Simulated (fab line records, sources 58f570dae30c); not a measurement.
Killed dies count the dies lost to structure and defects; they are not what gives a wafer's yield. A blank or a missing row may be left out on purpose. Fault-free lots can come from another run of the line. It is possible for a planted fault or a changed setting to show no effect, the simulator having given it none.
fab line records ; flow berkeley_cmos170
record: lots: 6; wafers: 18; last_day: 12
route steps=331 shown PSD@183 NSD@187 BACKSIDE@199 SDANNEAL@204 PLDD@208 M3@331
lots untouched by any fault: they come from a run of this same line in which no faults occurred
start_h: the number of hours between the record's first day and the start of the first shown wafer of the lot ; wait_h: hours since the lot's step before ; " repeats the value in the row above ; L1.1+2: several wafers, shown together as one row ; - value missing, or start not given ; * or withheld: withheld ; < > ~ a bound
route shown NAME@n: names a module that has steps shown in the file, with the first one's number in the route ; usual: mean and standard deviation over wafers with no fault ; same: alike in all rows ; chamber/n: place in a boat ; sites: readings site by site ; _std_site: standard deviation of those values ; _edge_site: inner sites' mean taken away from outer sites' mean ; radius_mm: for every site, how far away it sits from the centre of the wafer ; mask NAME#n: copy n ; behind: the last tool/chamber to shape the wafer ; hold: what put the lot on hold/how long, in hours/how the hold closed ; device: whichever transistor did not switch (one of n, p or np) ; end of line: the tests these same wafers got at the end of their route ; step lacking rows: just its recipe ; killed: at the first sort, the dies lost to defects and structure; wafer yield is something else ; map: shows each die of a wafer: x if killed, . if not, _ if none is there
set.NAME: the run value of the setting; set.NAME@STEP: its run value at that earlier step ; model.NAME: the simulator's own value behind a step, which no gauge read
certain route steps with their lots: each step a table, each wafer a row
services: a tool's chamber out of use, with start hour (start_h, from the record's first day; less than 0 if before it), hours out, and reason
== steps ==
step: UCB170_PSD_IMPLANT_08
recipe: species: B; dose_cm2: 3e+15; energy_kev: 20; tilt_deg: 7
step: UCB170_PSD_STRIP_09
recipe: chemistry: O2; power_w: 400; pressure_mtorr: 3500; platen_temp_c: withheld; o2_flow_sccm: 400; overash_fraction: 0.5
usual: drypump_motor_current_A: 5.8/0.38; oes_product_au: 0.601/0.0046; strip_time_to_endpoint_s: 29.40/0.086
lot.wafer;tool;chamber;start_h;wait_h;drypump_motor_current_A;oes_product_au;rf_hours_counter_h;strip_time_to_endpoint_s
L935.2;plasma_asher-01;1;143.38;0.1;5.5;0.607;34;29.46
L935.5;plasma_asher-01;1;143.38;0.1;5.5;0.615;-;29.48
L935.6;plasma_asher-01;0;143.38;0.1;6.2;0.603;-;29.51
L938.2;plasma_asher-04;1;165.21;0.1;5.5;0.602;45;29.30
L938.4;plasma_asher-04;0;165.21;0.1;6.4;0.604;-;29.32
L938.6;plasma_asher-04;0;165.21;0.1;6.4;0.600;-;29.24
L941.1;plasma_asher-01;0;172.47;0.1;6.2;0.601;37;29.38
L941.2;plasma_asher-01;1;172.47;0.1;5.4;0.600;37;29.43
L941.6;plasma_asher-01;1;172.47;0.1;5.5;0.605;-;29.35
L948.1;plasma_asher-01;1;224.26;0.1;5.5;0.612;42;29.41
L948.2;plasma_asher-01;0;224.26;0.1;6.2;0.593;42;29.47
L948.4;plasma_asher-01;1;224.26;0.1;5.5;0.597;-;29.40
L951.3;plasma_asher-04;0;238.10;0.1;6.4;0.606;-;29.40
L951.4;plasma_asher-04;1;238.10;0.1;5.5;0.596;-;29.37
L951.5;plasma_asher-04;0;238.10;0.1;6.4;0.610;-;29.32
L957.3;plasma_asher-03;0;268.88;0.1;5.9;0.608;-;29.45
L957.4;plasma_asher-03;1;268.88;0.1;5.5;0.605;-;29.54
L957.5;plasma_asher-03;1;268.88;0.1;5.5;0.598;-;29.46
step: UCB170_PSD_TW_MEAS_10
usual: PSD_TW: 2324/22
lot.wafer;tool;chamber;start_h;wait_h;PSD_TW
L935.2;film_metro-04;-;143.49;0.1;2304
L935.5;film_metro-04;-;143.49;0.1;2321
L935.6;film_metro-04;-;143.49;0.1;2316
L938.2;film_metro-04;-;165.32;0.1;2299
L938.4;film_metro-04;-;165.32;0.1;2294
L938.6;film_metro-04;-;165.32;0.1;2316
L941.1;film_metro-02;-;172.57;0.1;2335
L941.2;film_metro-02;-;172.57;0.1;2338
L941.6;film_metro-02;-;172.57;0.1;2340
L948.1;film_metro-03;-;224.36;0.1;2324
L948.2;film_metro-03;-;224.36;0.1;2330
L948.4;film_metro-03;-;224.36;0.1;2329
L951.3;film_metro-04;-;238.18;0.1;2303
L951.4;film_metro-04;-;238.18;0.1;2302
L951.5;film_metro-04;-;238.18;0.1;2298
L957.3;film_metro-03;-;268.97;0.1;2321
L957.4;film_metro-03;-;268.97;0.1;2333
L957.5;film_metro-03;-;268.97;0.1;2337
step: UCB170_PSD_CLEAN_11
recipe: chemistry: SPM; temp_c: 120; time_s: 600
step: UCB170_NSD_HMDS_00
recipe: prime_time_s: 60; prime_temp_c: 100
step: UCB170_NSD_COAT_01
recipe: resist: KrF; spin_rpm: 1500; resist_thk_nm: 900
step: UCB170_NSD_SOFTBAKE_02
recipe: resist: KrF; temp_c: 130; time_s: 60
step: UCB170_NSD_EXPOSE_03
recipe: mask_id: NSELECT_MOD; na: 0.5; sigma_outer: 0.6; source_shape: conventional; target_cd_nm: 1200; dose_mj: 30
step: UCB170_NSD_PEB_04
recipe: peb_temp_c: 130; peb_time_s: withheld; resist: KrF
step: UCB170_NSD_DEVELOP_05
recipe: developer: TMAH; develop_time_s: 45; resist: KrF; dev_temp_c: 21
step: UCB170_NSD_CD_MEAS_06
recipe: target_cd_nm: 1200
usual: cd_nm: 1200.4/1.3
lot.wafer;tool;chamber;start_h;wait_h;cd_nm
L935.2;cd_sem-01;-;146.35;-;1199.1
L935.5;cd_sem-01;-;146.35;-;1199.5
L935.6;cd_sem-01;-;146.35;-;1199.8
L938.2;cd_sem-02;-;168.60;-;1199.1
L938.4;cd_sem-02;-;168.60;-;1200.8
L938.6;cd_sem-02;-;168.60;-;1200.0
L941.1;cd_sem-02;-;173.82;-;1200.1
L941.2;cd_sem-02;-;173.82;-;1201.0
L941.6;cd_sem-02;-;173.82;-;1200.9
L948.1;cd_sem-02;-;225.56;-;1199.3
L948.2;cd_sem-02;-;225.56;-;1197.4
L948.4;cd_sem-02;-;225.56;-;1199.2
L951.3;cd_sem-02;-;240.71;-;1200.0
L951.4;cd_sem-02;-;240.71;-;1198.1
L951.5;cd_sem-02;-;240.71;-;1199.0
L957.3;cd_sem-02;-;270.47;-;1199.7
L957.4;cd_sem-02;-;270.47;-;1199.8
L957.5;cd_sem-02;-;270.47;-;1200.3
step: UCB170_NSD_OVL_MEAS_07
usual: NSD_OVL: 2/5.3
lot.wafer;tool;chamber;start_h;wait_h;NSD_OVL[nm]
L935.2;overlay-02;-;146.46;0.1;2
L935.5;overlay-02;-;146.46;0.1;5
L935.6;overlay-02;-;146.46;0.1;-1
L938.2;overlay-02;-;168.71;0.1;5
L938.4;overlay-02;-;168.71;0.1;0
L938.6;overlay-02;-;168.71;0.1;0
L941.1;overlay-01;-;173.94;0.1;0
L941.2;overlay-01;-;173.94;0.1;1
L941.6;overlay-01;-;173.94;0.1;-2
L948.1;overlay-01;-;225.68;0.1;2
L948.2;overlay-01;-;225.68;0.1;0
L948.4;overlay-01;-;225.68;0.1;2
L951.3;overlay-01;-;240.80;0.1;-3
L951.4;overlay-01;-;240.80;0.1;1
L951.5;overlay-01;-;240.80;0.1;-1
L957.3;overlay-01;-;270.56;0.1;5
L957.4;overlay-01;-;270.56;0.1;7
L957.5;overlay-01;-;270.56;0.1;7
step: UCB170_NSD_IMPLANT_08
recipe: species: P; dose_cm2: 3e+15; energy_kev: 40; tilt_deg: 7
usual: dose_ions_cm2: 3e+15/3.5e+12; end_station_pressure_torr: 1.25e-05/6.5e-07; faraday_current_uA: 9255/190
lot.wafer;tool;chamber;start_h;wait_h;dose_ions_cm2;end_station_pressure_torr;faraday_current_uA
L935.2;implanter-01;0;146.51;0.0;3.001e+15;1.34e-05;9188
L935.5;implanter-01;0;146.51;0.0;2.999e+15;1.38e-05;9245
L935.6;implanter-01;0;146.51;0.0;3.001e+15;1.36e-05;9221
L938.2;implanter-03;0;168.76;0.0;3.002e+15;1.26e-05;9100
L938.4;implanter-03;0;168.76;0.0;2.996e+15;1.26e-05;9392
L938.6;implanter-03;0;168.76;0.0;3e+15;1.21e-05;9179
L941.1;implanter-01;0;173.98;0.0;3.002e+15;1.3e-05;8946
L941.2;implanter-01;0;173.98;0.0;3.001e+15;1.23e-05;9038
L941.6;implanter-01;0;173.98;0.0;3.005e+15;1.23e-05;9208
L948.1;implanter-03;0;225.72;0.0;2.103e+15;1.07e-05;6605
L948.2;implanter-03;0;225.72;0.0;2.094e+15;1e-05;6506
L948.4;implanter-03;0;225.72;0.0;2.098e+15;1.07e-05;6326
L951.3;implanter-03;0;240.88;0.1;2.103e+15;1.01e-05;6415
L951.4;implanter-03;0;240.88;0.1;2.099e+15;9.8e-06;6561
L951.5;implanter-03;0;240.88;0.1;2.106e+15;1.06e-05;6696
L957.3;implanter-01;0;270.64;0.1;3e+15;1.33e-05;9077
L957.4;implanter-01;0;270.64;0.1;2.997e+15;1.32e-05;9194
L957.5;implanter-01;0;270.64;0.1;3.003e+15;1.29e-05;9172
step: UCB170_NSD_STRIP_09
recipe: chemistry: O2; power_w: 400; pressure_mtorr: 3500; platen_temp_c: withheld; o2_flow_sccm: 400; overash_fraction: 0.5
usual: drypump_motor_current_A: 5.8/0.34; oes_product_au: 0.534/0.0043; strip_time_to_endpoint_s: 35.80/0.072
lot.wafer;tool;chamber;start_h;wait_h;drypump_motor_current_A;oes_product_au;rf_hours_counter_h;strip_time_to_endpoint_s
L935.2;plasma_asher-01;0;146.64;0.1;6.2;0.533;35;35.87
L935.5;plasma_asher-01;0;146.64;0.1;6.2;0.535;-;35.74
L935.6;plasma_asher-01;1;146.64;0.1;5.5;0.539;-;35.76
L938.2;plasma_asher-03;1;168.89;0.1;5.5;0.530;6;35.73
L938.4;plasma_asher-03;0;168.89;0.1;5.8;0.532;-;35.73
L938.6;plasma_asher-03;0;168.89;0.1;5.8;0.532;-;35.70
L941.1;plasma_asher-03;1;174.13;0.1;5.5;0.535;7;35.86
L941.2;plasma_asher-03;0;174.13;0.1;5.8;0.538;7;35.82
L941.6;plasma_asher-03;0;174.13;0.1;5.9;0.536;-;35.80
L948.1;plasma_asher-01;1;225.87;0.1;5.5;0.558;43;32.58
L948.2;plasma_asher-01;0;225.87;0.1;6.2;0.560;43;32.50
L948.4;plasma_asher-01;1;225.87;0.1;5.5;0.564;-;32.53
L951.3;plasma_asher-03;1;241.01;0.1;5.5;0.566;-;32.45
L951.4;plasma_asher-03;0;241.01;0.1;5.9;0.568;-;32.43
L951.5;plasma_asher-03;1;241.01;0.1;5.5;0.560;-;32.51
L957.3;plasma_asher-03;1;270.77;0.1;5.5;0.527;-;35.78
L957.4;plasma_asher-03;0;270.77;0.1;5.8;0.534;-;35.84
L957.5;plasma_asher-03;0;270.77;0.1;5.8;0.538;-;35.73
step: UCB170_NSD_TW_MEAS_10
usual: NSD_TW: 4177/41
lot.wafer;tool;chamber;start_h;wait_h;NSD_TW
L935.2;film_metro-03;-;146.75;0.1;4156
L935.5;film_metro-03;-;146.75;0.1;4173
L935.6;film_metro-03;-;146.75;0.1;4155
L938.2;film_metro-04;-;169.00;0.1;4147
L938.4;film_metro-04;-;169.00;0.1;4129
L938.6;film_metro-04;-;169.00;0.1;4134
L941.1;film_metro-03;-;174.23;0.1;4190
L941.2;film_metro-03;-;174.23;0.1;4170
L941.6;film_metro-03;-;174.23;0.1;4153
L948.1;film_metro-02;-;225.97;0.1;4070
L948.2;film_metro-02;-;225.97;0.1;4037
L948.4;film_metro-02;-;225.97;0.1;4051
L951.3;film_metro-04;-;241.10;0.1;3954
L951.4;film_metro-04;-;241.10;0.1;3943
L951.5;film_metro-04;-;241.10;0.1;3967
L957.3;film_metro-04;-;270.86;0.1;4118
L957.4;film_metro-04;-;270.86;0.1;4129
L957.5;film_metro-04;-;270.86;0.1;4126
step: UCB170_NSD_CLEAN_11
recipe: chemistry: SPM; temp_c: 120; time_s: 600
step: UCB170_BACKSIDE_HMDS_00
recipe: prime_time_s: 60; prime_temp_c: 100
step: UCB170_BACKSIDE_COAT_01
recipe: resist: KrF; spin_rpm: 1500; resist_thk_nm: 900
step: UCB170_BACKSIDE_SOFTBAKE_02
recipe: resist: KrF; temp_c: 130; time_s: 60
step: UCB170_BACKSIDE_STRIP_03
recipe: chemistry: O2; power_w: 400; pressure_mtorr: 3500; platen_temp_c: withheld; o2_flow_sccm: 400; overash_fraction: 0.5
usual: drypump_motor_current_A: 5.9/0.38; oes_product_au: 0.735/0.0047; strip_time_to_endpoint_s: 21.96/0.057
lot.wafer;tool;chamber;start_h;wait_h;drypump_motor_current_A;oes_product_au;rf_hours_counter_h;strip_time_to_endpoint_s
L935.2;plasma_asher-04;1;147.42;0.1;5.5;0.731;44;21.96
L935.5;plasma_asher-04;0;147.42;0.1;6.4;0.737;-;21.97
L935.6;plasma_asher-04;1;147.42;0.1;5.5;0.725;-;21.95
L938.2;plasma_asher-03;0;169.67;0.1;5.8;0.733;6;22.01
L938.4;plasma_asher-03;0;169.67;0.1;5.8;0.730;-;22.04
L938.6;plasma_asher-03;1;169.67;0.1;5.5;0.741;-;21.97
L941.1;plasma_asher-02;0;174.95;0.1;6.4;0.734;47;22.03
L941.2;plasma_asher-02;1;174.95;0.1;6.1;0.733;47;22.03
L941.6;plasma_asher-02;0;174.95;0.1;6.4;0.733;-;21.94
L948.1;plasma_asher-02;1;227.02;0.1;6.1;0.736;53;21.95
L948.2;plasma_asher-02;0;227.02;0.1;6.4;0.739;53;21.96
L948.4;plasma_asher-02;1;227.02;0.1;6.1;0.735;-;21.93
L951.3;plasma_asher-03;1;242.07;0.1;5.5;0.735;-;21.92
L951.4;plasma_asher-03;0;242.07;0.1;5.9;0.735;-;22.01
L951.5;plasma_asher-03;0;242.07;0.1;5.8;0.739;-;22.01
L957.3;plasma_asher-04;1;271.67;0.1;5.5;0.734;-;21.98
L957.4;plasma_asher-04;0;271.67;0.1;6.4;0.729;-;21.97
L957.5;plasma_asher-04;0;271.67;0.1;6.4;0.732;-;21.92
step: UCB170_BACKSIDE_CLEAN_04
recipe: chemistry: SPM; temp_c: 120; time_s: 600
step: UCB170_SDANNEAL_RTA_00
recipe: temp_c: 900; time_s: 10; ambient: N2
usual: lamp_power_pct: 25.0/0.85; wafer_temp_C_max: 903.4/0.7
lot.wafer;tool;chamber;start_h;wait_h;lamp_power_pct;wafer_temp_C_max
L935.2;rtp_anneal-02;0;147.72;0.0;25.7;903.2
L935.5;rtp_anneal-02;0;147.72;0.0;25.7;903.0
L935.6;rtp_anneal-02;0;147.72;0.0;25.7;902.9
L938.2;rtp_anneal-02;0;169.98;0.0;25.7;903.8
L938.4;rtp_anneal-02;0;169.98;0.0;25.7;904.2
L938.6;rtp_anneal-02;0;169.98;0.0;25.7;903.1
L941.1;rtp_anneal-01;0;175.25;0.0;23.9;903.2
L941.2;rtp_anneal-01;0;175.25;0.0;24.0;903.9
L941.6;rtp_anneal-01;0;175.25;0.0;24.0;903.1
L948.1;rtp_anneal-02;0;227.31;0.0;25.7;902.7
L948.2;rtp_anneal-02;0;227.31;0.0;25.7;903.7
L948.4;rtp_anneal-02;0;227.31;0.0;25.7;904.3
L951.3;rtp_anneal-01;0;242.34;0.0;24.0;903.4
L951.4;rtp_anneal-01;0;242.34;0.0;24.0;904.6
L951.5;rtp_anneal-01;0;242.34;0.0;23.9;904.1
L957.3;rtp_anneal-01;0;271.96;0.0;23.9;903.8
L957.4;rtp_anneal-01;0;271.96;0.0;23.9;902.6
L957.5;rtp_anneal-01;0;271.96;0.0;24.0;903.5
step: UCB170_SDANNEAL_RTA_01
recipe: temp_c: 1050; time_s: 5; ambient: N2
usual: lamp_power_pct: 38.5/1.3; wafer_temp_C_max: 1054.0/0.79
lot.wafer;tool;chamber;start_h;wait_h;lamp_power_pct;wafer_temp_C_max
L935.2;rtp_anneal-02;0;147.79;0.1;39.7;1054.1
L935.5;rtp_anneal-02;0;147.79;0.1;39.7;1053.5
L935.6;rtp_anneal-02;0;147.79;0.1;39.6;1053.1
L938.2;rtp_anneal-02;0;170.04;0.1;39.7;1053.4
L938.4;rtp_anneal-02;0;170.04;0.1;39.7;1053.3
L938.6;rtp_anneal-02;0;170.04;0.1;39.7;1053.9
L941.1;rtp_anneal-01;0;175.31;0.1;37.0;1052.9
L941.2;rtp_anneal-01;0;175.31;0.1;37.0;1053.0
L941.6;rtp_anneal-01;0;175.31;0.1;37.0;1054.0
L948.1;rtp_anneal-02;0;227.38;0.1;39.6;1055.2
L948.2;rtp_anneal-02;0;227.38;0.1;39.6;1055.2
L948.4;rtp_anneal-02;0;227.38;0.1;39.6;1055.2
L951.3;rtp_anneal-01;0;242.40;0.1;37.0;1053.0
L951.4;rtp_anneal-01;0;242.40;0.1;37.0;1053.6
L951.5;rtp_anneal-01;0;242.40;0.1;37.0;1055.6
L957.3;rtp_anneal-01;0;272.03;0.1;37.0;1053.7
L957.4;rtp_anneal-01;0;272.03;0.1;36.9;1054.1
L957.5;rtp_anneal-01;0;272.03;0.1;37.0;1055.7
step: UCB170_SDANNEAL_RS_MEAS_02
recipe: thk_meas_gauge: four-point-probe
usual: PSD_RS: 75.6/0.36
lot.wafer;tool;chamber;start_h;wait_h;PSD_RS[ohm/sq]
L935.2;film_metro-02;-;147.86;0.1;75.5
L935.5;film_metro-02;-;147.86;0.1;75.3
L935.6;film_metro-02;-;147.86;0.1;75.2
L938.2;film_metro-03;-;170.11;0.1;75.3
L938.4;film_metro-03;-;170.11;0.1;75.2
L938.6;film_metro-03;-;170.11;0.1;75.4
L941.1;film_metro-02;-;175.37;0.0;75.2
L941.2;film_metro-02;-;175.37;0.0;75.6
L941.6;film_metro-02;-;175.37;0.0;75.7
L948.1;film_metro-04;-;227.44;0.0;75.3
L948.2;film_metro-04;-;227.44;0.0;75.5
L948.4;film_metro-04;-;227.44;0.0;75.2
L951.3;film_metro-02;-;242.48;0.1;75.4
L951.4;film_metro-02;-;242.48;0.1;75.5
L951.5;film_metro-02;-;242.48;0.1;75.4
L957.3;film_metro-04;-;272.11;0.1;75.7
L957.4;film_metro-04;-;272.11;0.1;75.2
L957.5;film_metro-04;-;272.11;0.1;75.4
step: UCB170_SDANNEAL_RS_MEAS_03
recipe: thk_meas_gauge: four-point-probe
usual: NSD_RS: 37.29/0.089
lot.wafer;tool;chamber;start_h;wait_h;NSD_RS[ohm/sq]
L935.2;film_metro-02;-;147.98;0.1;37.30
L935.5;film_metro-02;-;147.98;0.1;37.31
L935.6;film_metro-02;-;147.98;0.1;37.36
L938.2;film_metro-03;-;170.23;0.1;37.32
L938.4;film_metro-03;-;170.23;0.1;37.37
L938.6;film_metro-03;-;170.23;0.1;37.29
L941.1;film_metro-02;-;175.49;0.1;37.18
L941.2;film_metro-02;-;175.49;0.1;37.23
L941.6;film_metro-02;-;175.49;0.1;37.19
L948.1;film_metro-04;-;227.56;0.1;45.40
L948.2;film_metro-04;-;227.56;0.1;45.39
L948.4;film_metro-04;-;227.56;0.1;45.36
L951.3;film_metro-02;-;242.60;0.1;45.24
L951.4;film_metro-02;-;242.60;0.1;45.42
L951.5;film_metro-02;-;242.60;0.1;45.28
L957.3;film_metro-04;-;272.23;0.1;37.44
L957.4;film_metro-04;-;272.23;0.1;37.43
L957.5;film_metro-04;-;272.23;0.1;37.47
step: UCB170_SDANNEAL_RS_MEAS_04
recipe: thk_meas_gauge: four-point-probe
usual: PLDD_RS: 1031.9/2.8
lot.wafer;tool;chamber;start_h;wait_h;PLDD_RS[ohm/sq]
L935.2;film_metro-02;-;148.10;0.1;1029.6
L935.5;film_metro-02;-;148.10;0.1;1032.5
L935.6;film_metro-02;-;148.10;0.1;1031.6
L938.2;film_metro-03;-;170.35;0.1;1029.2
L938.4;film_metro-03;-;170.35;0.1;1032.8
L938.6;film_metro-03;-;170.35;0.1;1028.7
L941.1;film_metro-02;-;175.61;0.1;1034.4
L941.2;film_metro-02;-;175.61;0.1;1034.2
L941.6;film_metro-02;-;175.61;0.1;1031.6
L948.1;film_metro-04;-;227.68;0.1;1027.5
L948.2;film_metro-04;-;227.68;0.1;1030.7
L948.4;film_metro-04;-;227.68;0.1;1030.7
L951.3;film_metro-02;-;242.72;0.1;1034.1
L951.4;film_metro-02;-;242.72;0.1;1036.8
L951.5;film_metro-02;-;242.72;0.1;1034.4
L957.3;film_metro-04;-;272.35;0.1;1032.9
L957.4;film_metro-04;-;272.35;0.1;1030.7
L957.5;film_metro-04;-;272.35;0.1;1031.8
step: UCB170_M3_PROBE_99
lot.wafer;tool;chamber;start_h;wait_h;model.etest.contact_npoly.end_ohm_um;model.etest.contact_nplus.end_ohm_um
L935.2;prober-02;-;167.47;0.1;61.97;12.39
L935.5;prober-02;-;167.62;0.2;64.93;12.39
L935.6;prober-02;-;167.67;0.2;64.48;12.01
L938.2;prober-02;-;197.35;0.1;63.78;11.96
L938.4;prober-02;-;197.45;0.2;61.98;12.37
L938.6;prober-02;-;197.55;0.2;62.41;12.56
L941.1;prober-01;-;199.79;0.1;61.54;12.42
L941.2;prober-01;-;199.84;0.1;63.27;12.4
L941.6;prober-01;-;200.04;0.2;60.72;11.87
L948.1;prober-01;-;249.02;0.1;123.9;14.74
L948.2;prober-01;-;249.07;0.1;124.3;14.65
L948.4;prober-01;-;249.17;0.2;130;14.51
L951.3;prober-01;-;265.29;0.2;122.4;15.18
L951.4;prober-01;-;265.34;0.2;128.3;15.2
L951.5;prober-01;-;265.39;0.2;124.4;14.31
L957.3;prober-02;-;293.09;0.2;62.58;12.31
L957.4;prober-02;-;293.14;0.2;62;12.02
L957.5;prober-02;-;293.19;0.2;61.99;12.12
killed by level:class
L935.2 GATE:geometric_particle:short=1 SPACER:geometric_particle:open=1 V1:geometric_particle:open=1 ACTIVE:area_etch=1
L935.5 SILICIDE:geometric_particle:open=1 CONTACT:geometric_particle:open=1 M3:geometric_particle:short=1
L935.6 ACTIVE:area_etch=2 SILICIDE:geometric_particle:short=1 V1:geometric_particle:open=1 M2:geometric_particle:short=1 M3:geometric_particle:short=1
L938.2 GATE:geometric_particle:open=1 M1:geometric_particle:short=1
L938.4 FIELD:geometric_particle:short=1 SCREENOX:geometric_particle:open=1 GATE:geometric_particle:open=1 GATE:geometric_particle:short=1 SPACER:geometric_particle:open=1 V1:geometric_particle:open=1 V2:geometric_particle:short=1
L938.6 SPACER:geometric_particle:short=1 SILICIDE:geometric_particle:short=1 M3:geometric_particle:short=1
L941.1 GATE:geometric_particle:short=2 SPACER:geometric_particle:open=2 FIELD:geometric_particle:short=1 GATE:geometric_particle:open=1
L941.2 SPACER:geometric_particle:short=1 ACTIVE:area_etch=1
L941.6 V2:geometric_particle:open=1 SPACER:area_etchback=1
L948.1 CONTACT:geometric_particle:open=1 CONTACT:geometric_particle:short=1 M3:geometric_particle:short=1
L948.2 M1:geometric_particle:short=1 V1:geometric_particle:open=1
L948.4 V2:geometric_particle:open=1 PLDD:coat_microbubble_printed=1
L957.3 SACOX:geometric_particle:open=1 SPACER:geometric_particle:short=1 CONTACT:geometric_particle:open=1
L957.4 SPACER:geometric_particle:open=1 V2:geometric_particle:open=1
L957.5 ACTIVE:geometric_particle:short=1 FIELD:geometric_particle:short=1 SILICIDE:geometric_particle:short=1 V2:geometric_particle:short=1 ACTIVE:area_etch=1
== services ==
tool;chamber;start_h;hours;kind
implanter-03;-;120.43;2.6;repair
plasma_asher-04;-;125.17;15.6;pm
implanter-01;-;137.14;5.2;pm
implanter-03;-;137.39;4.1;repair
rtp_anneal-01;-;175.86;2.7;pm
implanter-01;-;210.28;4.3;pm
plasma_asher-03;-;218.62;8.3;repair
plasma_asher-02;-;236.25;7.7;repair
== key ==
first_sign: step: UCB170_NSD_IMPLANT_08; reading: dose_ions_cm2; direction: down; sigmas: 99+; usual: 3e+15; struck: 2.101e+15
effect: step: UCB170_NSD_IMPLANT_08; reading: faraday_current_uA; direction: down; sigmas: 14; usual: 9255; struck: 6518
effect: step: UCB170_NSD_STRIP_09; reading: strip_time_to_endpoint_s; direction: down; sigmas: 46; usual: *; struck: *
effect: step: UCB170_NSD_TW_MEAS_10; reading: NSD_TW; direction: down; sigmas: 4.2; usual: 4177; struck: 4004
effect: step: UCB170_SDANNEAL_RS_MEAS_03; reading: NSD_RS; direction: up; sigmas: 91; usual: 37.29; struck: 45.35
model_effect: step: UCB170_M3_PROBE_99; value: etest.contact_npoly.end_ohm_um; without: 61.81; struck: 125.6
met_at UCB170_NSD_IMPLANT_08
struck_wafers L948.1,L948.2,L948.4,L951.3,L951.4,L951.5
sort_left_out L951.3,L951.4,L951.5
tester_left_out L948,L951
onset_between 168.76 225.72
fault: kind: process_parameter_drift; tool: implanter-03; chamber: -; onset_h: 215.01; steps: UCB170_NSD_IMPLANT_08; channel: dose_cm2; offset: -9e+14; shape: step; end_h: 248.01; acts_in: these_recipes_only; stated: 3e+15
tester_left_out: of these lots the tester's yield and bins aren't shown, on N5 and GAA mostly nor the transistor test; their killed dies are dies lost to structure and defects alone, not to doping, threshold or leakage, so they don't give the yield
sort_left_out: the simulated sort isn't trusted on such a fault, so these wafers' sort isn't shown, and their yield isn't known
